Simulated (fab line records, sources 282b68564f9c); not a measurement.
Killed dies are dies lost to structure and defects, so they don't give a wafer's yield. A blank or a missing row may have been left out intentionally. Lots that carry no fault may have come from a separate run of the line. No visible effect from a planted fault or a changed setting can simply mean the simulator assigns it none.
Which of the tools did it? | flow ritCmos | 42 wafers from 14 lots sampled at 3 of the route's 202 steps

== WHAT THE GAUGES READ, wafer by wafer ==
RIT_M1_RS_MEAS_01: measurement is done with a four-point probe.
lot  | measured    | on           | M1_AL_RS (ohm/sq)
L254 | day 3 04:56 | filmMetro-04 | 0.0712 0.0722 0.0726
L255 | day 3 09:23 | filmMetro-02 | 0.0725 0.0717 0.0718
L256 | day 3 16:13 | filmMetro-02 | 0.0734 0.0724 0.0736
L259 | day 4 08:18 | filmMetro-04 | 0.1625 0.0733 0.1637
L261 | day 4 16:21 | filmMetro-02 | 0.1615 0.0727 0.0734
L263 | day 5 09:35 | filmMetro-04 | 0.0716 0.1617 0.0730
L268 | day 6 09:12 | filmMetro-02 | 0.0716 0.0721 0.0735
L270 | day 6 17:00 | filmMetro-04 | 0.0731 0.0725 0.0733
L271 | day 6 19:35 | filmMetro-01 | 0.0739 0.0735 0.0741
L272 | day 7 00:25 | filmMetro-02 | 0.0725 0.0718 0.0729
L274 | day 7 09:10 | filmMetro-01 | 0.0732 0.0719 0.0724
L275 | day 7 13:30 | filmMetro-02 | 0.0729 0.0734 0.0735
L276 | day 7 20:57 | filmMetro-02 | 0.0725 0.0740 0.0743
L277 | day 8 04:08 | filmMetro-02 | 0.0725 0.0737 0.0737

RIT_M1_THK_MEAS_02: measures by xrf.
lot  | measured    | on           | M1_AL_THK (nm)
L254 | day 3 05:03 | filmMetro-04 | 405 399 396
L255 | day 3 09:30 | filmMetro-02 | 399 402 404
L256 | day 3 16:19 | filmMetro-02 | 394 398 394
L259 | day 4 08:24 | filmMetro-04 | 185 395 183
L261 | day 4 16:28 | filmMetro-02 | 186 398 393
L263 | day 5 09:42 | filmMetro-04 | 405 185 396
L268 | day 6 09:19 | filmMetro-02 | 404 399 394
L270 | day 6 17:07 | filmMetro-04 | 393 398 393
L271 | day 6 19:42 | filmMetro-01 | 393 392 392
L272 | day 7 00:31 | filmMetro-02 | 400 404 400
L274 | day 7 09:16 | filmMetro-01 | 395 404 401
L275 | day 7 13:37 | filmMetro-02 | 397 396 391
L276 | day 7 21:04 | filmMetro-02 | 402 393 394
L277 | day 8 04:14 | filmMetro-02 | 397 392 390

== TOOL THAT RAN EACH LOT (tool first, then ch and the chambers of the sampled wafers, then the start) ==
lot  | RIT_M1_SPUTTER_00
L254 | pvdSputter-02, day 3 04:38
L255 | pvdSputter-03, day 3 09:05
L256 | pvdSputter-02, day 3 15:53
L259 | pvdSputter-03, day 4 07:58
L261 | pvdSputter-03, day 4 16:03
L263 | pvdSputter-03, day 5 09:17
L268 | pvdSputter-04, day 6 08:54
L270 | pvdSputter-04, day 6 16:42
L271 | pvdSputter-02, day 6 19:17
L272 | pvdSputter-04, day 7 00:06
L274 | pvdSputter-04, day 7 08:49
L275 | pvdSputter-03, day 7 13:13
L276 | pvdSputter-04, day 7 20:38
L277 | pvdSputter-03, day 8 03:49
- RIT_M1_SPUTTER_00: material Al, target thk 400 nm, time 500 s.

== WHAT THE TOOLS THEMSELVES READ (means of the sampled wafers that have a number; where no wafer has one, the mark that the record gives instead) ==
RIT_M1_SPUTTER_00.
lot  | tool          | throttleValvePct (%)
L254 | pvdSputter-02 | 29.6
L255 | pvdSputter-03 | 30.4
L256 | pvdSputter-02 | 29.3
L259 | pvdSputter-03 | 30.9
L261 | pvdSputter-03 | 30.4
L263 | pvdSputter-03 | 30.3
L268 | pvdSputter-04 | 30.6
L270 | pvdSputter-04 | 30.7
L271 | pvdSputter-02 | 30.9
L272 | pvdSputter-04 | 30.6
L274 | pvdSputter-04 | 30.7
L275 | pvdSputter-03 | 29.7
L276 | pvdSputter-04 | 30.7
L277 | pvdSputter-03 | 30.4

== THE ANSWER, worked out from the rows above alone ==
Rule: usual is defined by the lots themselves. Put in order of their means at a reading, lots are off if they are a third of the lots or fewer, leave a main group of 4 or more, and stand apart from it by a gap of 3 or more times the standard deviation of the main group's means; of several such gaps the widest counts. A main group is skipped when, at the precision printed for the reading in the tables above, its means are all equal. Also off: a lot with no number at a reading for which 4 or more lots have one. Any other lot the step has rows for is counted as sound. After the gauges, taken in route order, come the tools' own readings; for these a lot's mean is taken, as printed above. At the first step where some lot is off, the reading lying furthest off is the one used; lots without a number count as furthest.
Off: L259, L261, L263, at RIT_M1_RS_MEAS_01 (M1_AL_RS). For the main group the mean is 0.0729 ohm/sq and the standard deviation 0.0006.
A tool fits if, at a process step before that reading, it ran every lot that is off, and no sound lot after the first of them. Those tools and the gauges at RIT_M1_RS_MEAS_01 are tried in the same way. None of those tried fits.

== WHAT THE SIMULATOR PUT IN ==
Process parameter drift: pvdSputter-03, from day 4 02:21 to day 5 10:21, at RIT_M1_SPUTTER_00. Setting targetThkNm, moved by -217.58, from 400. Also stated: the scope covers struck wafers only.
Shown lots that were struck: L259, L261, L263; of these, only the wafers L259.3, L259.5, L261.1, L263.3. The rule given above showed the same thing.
